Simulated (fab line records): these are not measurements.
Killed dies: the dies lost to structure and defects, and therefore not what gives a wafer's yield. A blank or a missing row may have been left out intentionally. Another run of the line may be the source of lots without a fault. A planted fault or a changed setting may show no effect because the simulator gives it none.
A lot that was struck, set against a sound lot / flow rit_cmos / 43 steps out of a route of 202
Sound: the wafers L799.1, L799.2, L799.6. Wafers L806.2, L806.3, L806.4 were the ones struck. Last of all comes the cause.
At each step with rows: each side's tool, then ch and its chambers, then its first start. Under that, the readings that differ: sound wafers / struck wafers / difference of the means / sigmas: that difference in standard deviations of wafers without a fault.
alike: readings with means less than 2 such deviations apart, plus words and numbers identical on both sides. not compared: withheld readings, readings lacking a value on some wafer, bounds such as >300 that could conceal the same value, and numbers that have no deviation in the record and whose values overlap.
Wherever a step has rows on one side only, a row that says differs or no value, or a row with sigmas, the two part there. When numbers do not overlap yet have no deviation, they are printed without sigmas and do not part them. A reading missing from all wafers of one side parts the sides only when that side holds two or more wafers.

first, 2 steps without rows for these wafers: RIT_SDANNEAL_CLEAN_02 (cleans in SC2, time 600 s); RIT_SDANNEAL_RTA_03 (time 5 s).
RIT_SDANNEAL_RS_MEAS_04: the measuring method here is four-point-probe.
  sound: film_metro-04 at day 4 09:41; struck: film_metro-01 at day 5 19:59
  alike: PSD_RS
RIT_SDANNEAL_RS_MEAS_05: the measuring method here is four-point-probe.
  sound: film_metro-04 at day 4 09:48; struck: film_metro-01 at day 5 20:07
  alike: NSD_RS
RIT_SDANNEAL_RS_MEAS_06: the measuring method here is four-point-probe.
  sound: film_metro-04 at day 4 09:55; struck: film_metro-01 at day 5 20:14
  alike: PLDD_RS
RIT_SDANNEAL_RS_MEAS_07: the measuring method here is four-point-probe.
  sound: film_metro-04 at day 4 10:02; struck: film_metro-01 at day 5 20:21
  alike: NLDD_RS
then, 1 step without rows for these wafers: RIT_SILICIDE_WET_ETCH_00 (etches SiO2 in BOE, target depth 14 nm, time 15.5 s).
RIT_SILICIDE_SPUTTER_01: material Ti, target thk 30 nm, time 240 s.
  sound: pvd_sputter-04 at day 4 10:10; struck: pvd_sputter-02 at day 5 20:28
  alike: cathode_dc_power_W, throttle_valve_pct
RIT_SILICIDE_RS_MEAS_02: the measuring method here is four-point-probe.
  sound: film_metro-02 at day 4 10:19; struck: film_metro-03 at day 5 20:38
  alike: SILICIDE_TI_RS
RIT_SILICIDE_THK_MEAS_03: measures by xrf.
  sound: film_metro-02 at day 4 10:26; struck: film_metro-03 at day 5 20:44
reading=SILICIDE_TI_THK (nm); sound=29.2 29.5 29.5; struck=30.1 30.4 30.0; difference=+0.8; sigmas=+2
RIT_SILICIDE_RTA_04: time 10 s, ramp up 5 s, ramp down 5 s.
  sound on rtp_anneal-02 ch 0, day 4 10:30; struck on rtp_anneal-02 ch 0, day 5 20:48
  alike: wafer_temp_C_max
then, 1 step without rows for these wafers: RIT_SILICIDE_WET_ETCH_05 (etches Ti in SPM, time 120 s).
RIT_SILICIDE_RTA_06: time 10 s, ramp up 5 s, ramp down 10 s.
  sound on rtp_anneal-01 ch 0, day 4 10:37; struck on rtp_anneal-01 ch 0, day 5 20:55
  alike: wafer_temp_C_max
RIT_CONTACT_CVD_00: deposits SiO2 from TEOS, target thk 400 nm, time 61 s.
  sound on pecvd-02 ch 0,1,2, day 4 10:40; struck on pecvd-03 ch 0,1,2, day 5 20:58
  alike: heater_power_w, susceptor_temp_C
  not compared: since_wet_clean_h
RIT_CONTACT_THK_MEAS_01:
  sound: film_metro-01 at day 4 10:43; struck: film_metro-02 at day 5 21:01
  alike: CONTACT_TEOS_THK
then, 6 steps without rows for these wafers: RIT_CONTACT_HMDS_02 (prime time 60 s); RIT_CONTACT_COAT_03 (resist thk 1000 nm); RIT_CONTACT_SOFTBAKE_04 (time 60 s); RIT_CONTACT_EXPOSE_05 (exposes mask M11, target cd 1000 nm); RIT_CONTACT_PEB_06; RIT_CONTACT_DEVELOP_07 (develop time 120 s).
RIT_CONTACT_CD_MEAS_08: target cd 1000 nm.
  sound: cd_sem-02 at day 4 11:45; struck: cd_sem-02 at day 5 22:16
  alike: cd_nm
RIT_CONTACT_OVL_MEAS_09:
  sound: overlay-02 at day 4 11:52; struck: overlay-02 at day 5 22:23
  alike: CONTACT_OVL
then, 1 step without rows for these wafers: RIT_CONTACT_HARDBAKE_10 (time 60 s).
RIT_CONTACT_ETCH_11: etches SiO2 in CHF3/CF4/Ar, stops on TiSi2, target depth 480 nm, time 320 s.
  sound on rie_diel-01 ch 1,2,3, day 4 12:04; struck on rie_diel-02 ch 0,1,3, day 5 22:34
  alike: O2_flow_sccm, cf4_flow_sccm, drypump_motor_current_A, oes_product_au, throttle_valve_pct
  not compared: rf_hours_counter_h
then, 1 step without rows for these wafers: RIT_CONTACT_STRIP_12 (strips in O2, time 180 s).
RIT_CONTACT_CD_MEAS_90: target cd 1000 nm.
  sound: cd_sem-01 at day 4 12:26; struck: cd_sem-01 at day 5 22:57
  alike: cd_nm
then, 2 steps without rows for these wafers: RIT_CONTACT_CLEAN_13 (cleans in SC1, time 600 s); RIT_CONTACT_CLEAN_14 (cleans in SC2, time 600 s).
RIT_M1_SPUTTER_00: material Al, target thk 400 nm, time 500 s.
  sound: pvd_sputter-03 at day 4 12:54; struck: pvd_sputter-04 at day 5 23:26
  alike: cathode_dc_power_W, throttle_valve_pct
RIT_M1_RS_MEAS_01: the measuring method here is four-point-probe.
  sound: film_metro-04 at day 4 13:11; struck: film_metro-04 at day 5 23:44
  alike: M1_AL_RS
RIT_M1_THK_MEAS_02: measures by xrf.
  sound: film_metro-04 at day 4 13:19; struck: film_metro-04 at day 5 23:51
  alike: M1_AL_THK
then, 6 steps without rows for these wafers: RIT_M1_HMDS_03 (prime time 60 s); RIT_M1_COAT_04 (resist thk 1300 nm); RIT_M1_SOFTBAKE_05 (time 60 s); RIT_M1_EXPOSE_06 (exposes mask M12, target cd 2600 nm); RIT_M1_PEB_07; RIT_M1_DEVELOP_08 (develop time 68 s).
RIT_M1_CD_MEAS_09: target cd 2600 nm.
  sound: cd_sem-02 at day 4 14:15; struck: cd_sem-02 at day 6 01:05
  alike: cd_nm
RIT_M1_OVL_MEAS_10:
  sound: overlay-01 at day 4 14:22; struck: overlay-01 at day 6 01:12
  alike: M1_OVL
then, 2 steps without rows for these wafers: RIT_M1_HARDBAKE_11 (time 120 s); RIT_M1_METAL_ETCH_12 (etches Al in Cl2/BCl3, stops on SiO2, time 165 s, target depth 600 nm).
RIT_M1_PROBE_99:
  sound: prober-01 at day 4 17:04; struck: prober-02 at day 6 03:47
reading=model.etest.nplus_sal.rs_ohm_sq_rim_less_centre; sound=0.0101 0.03121 0.01959; struck=-1.194 -1.206 -1.189; difference=-1.217; sigmas=
reading=model.etest.nplus_sal.rs_ohm_sq_range; sound=0.05267 0.05952 0.04771; struck=1.215 1.219 1.234; difference=+1.169; sigmas=
reading=model.etest.npoly_sal.rs_ohm_sq; sound=4.396 4.404 4.417; struck=3.975 3.935 4.014; difference=-0.431; sigmas=
reading=model.etest.pplus_sal.rs_ohm_sq; sound=4.428 4.375 4.373; struck=3.937 3.939 3.96; difference=-0.447; sigmas=
reading=model.etest.ppoly_sal.rs_ohm_sq; sound=4.404 4.338 4.383; struck=3.94 3.947 3.959; difference=-0.43; sigmas=
reading=model.etest.nplus_sal.rs_ohm_sq; sound=4.391 4.34 4.353; struck=3.924 3.923 3.915; difference=-0.441; sigmas=
reading=model.etest.pplus_sal.line_ohm_um; sound=1.267 1.278 1.273; struck=1.126 1.141 1.133; difference=-0.139; sigmas=
reading=model.etest.nplus_sal.line_ohm_um; sound=1.275 1.257 1.258; struck=1.147 1.124 1.121; difference=-0.133; sigmas=
  alike: killed_at_contacts, killed_at_front_end, killed_dies, killed_open, killed_short

== WHERE THEY PART ==
At RIT_SILICIDE_THK_MEAS_03 and nowhere else, as far as this record goes. Later steps at which nothing parts them and some readings are alike: RIT_SILICIDE_RTA_04, RIT_SILICIDE_RTA_06, RIT_CONTACT_CVD_00, RIT_CONTACT_THK_MEAS_01, RIT_CONTACT_CD_MEAS_08, RIT_CONTACT_OVL_MEAS_09, RIT_CONTACT_ETCH_11, RIT_CONTACT_CD_MEAS_90, RIT_M1_SPUTTER_00, RIT_M1_RS_MEAS_01, RIT_M1_THK_MEAS_02, RIT_M1_CD_MEAS_09, RIT_M1_OVL_MEAS_10, RIT_M1_PROBE_99.

WHY: whatever the simulator had introduced
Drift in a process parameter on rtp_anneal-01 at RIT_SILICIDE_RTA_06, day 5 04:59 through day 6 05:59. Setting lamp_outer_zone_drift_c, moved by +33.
